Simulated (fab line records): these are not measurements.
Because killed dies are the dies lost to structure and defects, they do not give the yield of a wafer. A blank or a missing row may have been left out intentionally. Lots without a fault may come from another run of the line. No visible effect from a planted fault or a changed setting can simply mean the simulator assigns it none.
A struck lot beside a sound one ; flow rit_cmos ; 20 steps out of a route of 202
Sound: wafers L636.4, L636.5, L636.6. Wafers L642.3, L642.5, L642.6 were the ones struck. Last of all comes the cause.
Order at every step that has rows: each side's tool, ch and its chambers, its first start. Under that, the readings that differ: sound wafers ; struck wafers ; difference of the means ; sigmas: that difference in standard deviations of wafers without a fault.
alike: a reading whose means differ by less than 2 such deviations, as well as words and numbers matching on both sides. not compared: withheld readings; readings where some wafer has no value; bounds like >300 that might hide an equal value; numbers whose values overlap and for which the record gives no deviation.
The two part at a step that has a row with sigmas, a row that says differs or no value, or rows on one side only. When numbers do not overlap yet have no deviation, they are printed without sigmas and do not part them. Lack of a reading on every wafer of one side parts them only where that side has two or more wafers.

first, 4 steps without rows for these wafers: RIT_ACTIVE_SOFTBAKE_07 (time 60 s); RIT_ACTIVE_EXPOSE_08 (exposes mask M1, target cd 1400 nm); RIT_ACTIVE_PEB_09; RIT_ACTIVE_DEVELOP_10 (develop time 50 s).
RIT_ACTIVE_CD_MEAS_11: the cd target is 1400 nm.
  struck on cd_sem-01, day 3 06:35; sound on cd_sem-02, day 2 01:28
  alike: cd_nm
then, 1 step without rows for these wafers: RIT_ACTIVE_HARDBAKE_12 (time 60 s).
RIT_ACTIVE_ETCH_13: etches Si3N4 in SF6, stops on SiO2, time 201.2 s, target depth 210 nm.
  sound on rie_diel-01 ch 0,2,3, day 2 01:41; struck on rie_diel-01 ch 0,1,2, day 3 06:49
  alike: drypump_motor_current_A, oes_product_au, throttle_valve_pct
  not compared: rf_hours_counter_h
RIT_ACTIVE_STRIP_14: strips in O2, time 180 s.
  sound on plasma_asher-02 ch 0,1, day 2 01:52; struck on plasma_asher-04 ch 0,1, day 3 07:01
  alike: drypump_motor_current_A
  not compared: rf_hours_counter_h
RIT_ACTIVE_CD_MEAS_90: the cd target is 1400 nm.
  struck on cd_sem-01, day 3 07:10; sound on cd_sem-02, day 2 02:06
  alike: cd_nm
then, 3 steps without rows for these wafers: RIT_ACTIVE_CLEAN_15 (cleans in SC1, time 600 s); RIT_ACTIVE_CLEAN_16 (cleans in dHF, time 30 s); RIT_ACTIVE_CLEAN_17 (cleans in SC2, time 600 s).
RIT_FOX1_OXIDATION_00: target thk 350.7 nm, ox time 1130 s.
  sound on furnace-04 ch 0, day 2 02:34; struck on furnace-03 ch 0, day 3 08:26
reading;sound;struck;difference;sigmas
model.SiO2_of_FOX1_OXIDATION_00.thk_nm (nm);352.6 348.6 345.2;223 222 229;-124;
model.Si3N4_of_ACTIVE_CVD_03.thk_nm (nm);142.4 141.9 141.9;146.6 145.9 145.4;+3.9;
  alike: zone_power_source_pct
RIT_FOX1_THK_MEAS_01:
  struck on film_metro-01, day 3 09:46; sound on film_metro-01, day 2 03:54
reading;sound;struck;difference;sigmas
FOX1_OXIDE_THK (nm);352 349 345;223 222 229;-124;-21
then, 2 steps without rows for these wafers: RIT_FOX1_WET_ETCH_02 (etches SiO2 in BOE, target depth 350 nm, time 390 s); RIT_FOX2_OXIDATION_00 (target thk 350.7 nm, ox time 1130 s).
RIT_FOX2_THK_MEAS_01:
  struck on film_metro-01, day 3 11:15; sound on film_metro-02, day 2 05:24
  alike: FOX2_OXIDE_THK
RIT_FOX2_CLEAN_02: cleans in dHF, time 180 s.
  sound on wet_bench-03 ch 1, day 2 05:26; struck on wet_bench-04 ch 2, day 3 11:17
reading;sound;struck;difference;sigmas
model.Si3N4_of_ACTIVE_CVD_03.thk_nm (nm);130.6 130.2 130.2;134.8 134.2 133.6;+3.9;
then, 1 step without rows for these wafers: RIT_FOX2_WET_ETCH_03 (etches Si3N4 in H3PO4, target depth 195 nm, time 2700 s).
RIT_M1_PROBE_99:
  struck on prober-01, day 5 07:01; sound on prober-01, day 3 21:46
reading;sound;struck;difference;sigmas
model.etest.pplus_sal.width_nm (nm);3441 3455 3432;3633 3603 3615;+174;
model.etest.nplus_sal.width_nm (nm);3465 3449 3425;3618 3612 3612;+168;
model.etest.nldd.width_nm (nm);3198 3191 3177;3281 3292 3299;+102;
model.etest.pldd.width_nm (nm);3184 3168 3183;3289 3279 3264;+99;
model.etest.nmos_narrow.drive_ua_um;227.8 230 224.9;259.7 261.1 265.4;+34.5;
model.etest.pmos_narrow.drive_ua_um;104.5 104.5 102.9;118.2 119.7 120.6;+15.5;
model.etest.field_p_metal.vt_v (V);-28.91 -28.92 -29;-31.53 -31.4 -31.61;-2.57;
model.etest.field_p.vt_v (V);-12.36 -12.36 -12.39;-13.52 -13.53 -13.47;-1.14;
  alike: killed_at_front_end, killed_dies, killed_open, killed_short

== WHERE THEY PART ==
At RIT_FOX1_THK_MEAS_01 and nowhere else, as far as this record goes. Later steps at which nothing parts them and some readings are alike: RIT_FOX2_THK_MEAS_01, RIT_M1_PROBE_99.

WHY: the cause the simulator had injected
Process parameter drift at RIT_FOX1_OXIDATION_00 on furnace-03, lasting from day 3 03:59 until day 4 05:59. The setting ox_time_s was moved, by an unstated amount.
